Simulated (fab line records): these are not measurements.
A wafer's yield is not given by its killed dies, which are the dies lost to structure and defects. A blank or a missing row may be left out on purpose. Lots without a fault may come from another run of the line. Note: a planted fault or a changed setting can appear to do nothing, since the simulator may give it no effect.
Which tool did it? :: flow rit-cmos :: 14 lots with 42 wafers sampled at 2 steps, on a route of 202 steps

## WHAT EACH GAUGE READ, for each wafer
RIT_SDANNEAL_RS_MEAS_04: measures by four-point-probe.
lot: L944
measured: day 3 10:35
on: film-metro-03
PSD_RS (ohm/sq): 115.48 115.70 115.67

lot: L945
measured: day 3 15:55
on: film-metro-03
PSD_RS (ohm/sq): 115.98 116.03 116.22

lot: L946
measured: day 3 21:59
on: film-metro-01
PSD_RS (ohm/sq): 115.62 116.07 115.90

lot: L947
measured: day 4 05:30
on: film-metro-01
PSD_RS (ohm/sq): 115.87 115.81 115.71

lot: L949
measured: day 4 13:52
on: film-metro-03
PSD_RS (ohm/sq): 116.50 116.33 116.78

lot: L950
measured: day 4 17:35
on: film-metro-01
PSD_RS (ohm/sq): 116.21 115.87 115.91

lot: L951
measured: day 4 20:04
on: film-metro-01
PSD_RS (ohm/sq): 116.01 115.91 116.29

lot: L952
measured: day 5 05:20
on: film-metro-04
PSD_RS (ohm/sq): 115.86 116.01 115.39

lot: L953
measured: day 5 10:38
on: film-metro-04
PSD_RS (ohm/sq): 116.00 115.87 116.18

lot: L957
measured: day 6 13:53
on: film-metro-03
PSD_RS (ohm/sq): 116.02 115.97 115.79

lot: L961
measured: day 7 14:16
on: film-metro-03
PSD_RS (ohm/sq): 109.71 109.56 109.66

lot: L963
measured: day 7 21:53
on: film-metro-01
PSD_RS (ohm/sq): 109.66 109.87 109.65

lot: L966
measured: day 8 15:26
on: film-metro-04
PSD_RS (ohm/sq): 115.86 116.06 115.63

lot: L965
measured: day 8 15:54
on: film-metro-01
PSD_RS (ohm/sq): 116.16 115.82 116.33

## EACH LOT AND THE TOOL THAT RAN IT (in order: tool; ch and the chambers of the sampled wafers; start)
lot: L944
RIT_PSD_IMPLANT_08: implanter-04 ch 0, day 3 09:46

lot: L945
RIT_PSD_IMPLANT_08: implanter-03 ch 0, day 3 15:07

lot: L946
RIT_PSD_IMPLANT_08: implanter-04 ch 0, day 3 21:10

lot: L947
RIT_PSD_IMPLANT_08: implanter-03 ch 0, day 4 04:41

lot: L949
RIT_PSD_IMPLANT_08: implanter-01 ch 0, day 4 13:04

lot: L950
RIT_PSD_IMPLANT_08: implanter-03 ch 0, day 4 16:46

lot: L951
RIT_PSD_IMPLANT_08: implanter-03 ch 0, day 4 19:16

lot: L952
RIT_PSD_IMPLANT_08: implanter-04 ch 0, day 5 04:31

lot: L953
RIT_PSD_IMPLANT_08: implanter-01 ch 0, day 5 09:50

lot: L957
RIT_PSD_IMPLANT_08: implanter-04 ch 0, day 6 13:04

lot: L961
RIT_PSD_IMPLANT_08: implanter-04 ch 0, day 7 13:28

lot: L963
RIT_PSD_IMPLANT_08: implanter-04 ch 0, day 7 21:05

lot: L966
RIT_PSD_IMPLANT_08: implanter-01 ch 0, day 8 14:37

lot: L965
RIT_PSD_IMPLANT_08: implanter-01 ch 0, day 8 15:05
- RIT_PSD_IMPLANT_08

## AS READ BY THE TOOLS THEMSELVES (means over the sampled wafers that have a number; for cases with no such wafer, the mark the record gives instead)
RIT_PSD_IMPLANT_08.
lot: L944
tool: implanter-04
beam-on-s (s): 14.0
dose-ions-cm2: 5.004e+15

lot: L945
tool: implanter-03
beam-on-s (s): 13.6
dose-ions-cm2: 4.999e+15

lot: L946
tool: implanter-04
beam-on-s (s): 14.1
dose-ions-cm2: 4.999e+15

lot: L947
tool: implanter-03
beam-on-s (s): 13.6
dose-ions-cm2: 5.001e+15

lot: L949
tool: implanter-01
beam-on-s (s): 14.5
dose-ions-cm2: 4.995e+15

lot: L950
tool: implanter-03
beam-on-s (s): 13.5
dose-ions-cm2: 5.001e+15

lot: L951
tool: implanter-03
beam-on-s (s): 14.0
dose-ions-cm2: 4.995e+15

lot: L952
tool: implanter-04
beam-on-s (s): 14.0
dose-ions-cm2: 5.003e+15

lot: L953
tool: implanter-01
beam-on-s (s): 14.6
dose-ions-cm2: 5.000e+15

lot: L957
tool: implanter-04
beam-on-s (s): 14.2
dose-ions-cm2: 5.001e+15

lot: L961
tool: implanter-04
beam-on-s (s): 23.7
dose-ions-cm2: 8.499e+15

lot: L963
tool: implanter-04
beam-on-s (s): 24.0
dose-ions-cm2: 8.494e+15

lot: L966
tool: implanter-01
beam-on-s (s): 14.3
dose-ions-cm2: 4.998e+15

lot: L965
tool: implanter-01
beam-on-s (s): 14.3
dose-ions-cm2: 4.996e+15

## THE ANSWER, worked out from the rows above alone
Rule: usual is defined by the lots themselves. The widest of any qualifying gaps counts: lots, ordered by their means at a reading, are off when they make up no more than a third of the lots, leave a main group of 4 or more, and stand apart from it by 3 or more times the standard deviation of that group's means. A main group whose means are all the same, to the digits that the tables above print for the reading, isn't used. A lot without any number at a reading at which 4 lots or more have one is off too. Any other lot the step has rows for is counted as sound. The gauges are gone through in route order, then the tools' own readings, and for those a lot's mean is taken as printed above. At the first step where some lot is off, the reading lying furthest off is the one used; lots without a number count as furthest.
Off: L961, L963, seen at RIT_SDANNEAL_RS_MEAS_04 (PSD_RS). For the main group the mean is 115.97 ohm/sq and the standard deviation 0.22.
If a tool, at a process step before that reading, ran all the lots that are off and no sound lot after the first of them, it fits. The gauges at RIT_SDANNEAL_RS_MEAS_04 aren't tried: what is off there is off at RIT_PSD_IMPLANT_08 too, on other tools, and a gauge's error can't cause that. One candidate fits, namely implanter-04 at RIT_PSD_IMPLANT_08. Its last sound lot is L957 (day 6 13:04), its first lot that is off L961 (day 7 13:28): a fault that began between those two fits.
The tool's own readings at RIT_PSD_IMPLANT_08 bear it out: on the lots that are off they differ by more than 5 times the standard deviation of the sound lots' means. beam-on-s reads 23.9 s there against 14.1 s on the sound lots; dose-ions-cm2 reads 8.496e+15 there against 4.999e+15 on the sound lots.

## WHAT THE SIMULATOR HAD INSERTED
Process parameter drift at RIT_PSD_IMPLANT_08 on implanter-04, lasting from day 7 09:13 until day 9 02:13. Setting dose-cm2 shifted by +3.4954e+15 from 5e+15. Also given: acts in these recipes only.
Lots struck among those shown: L961, L963. Same finding as the rule above.
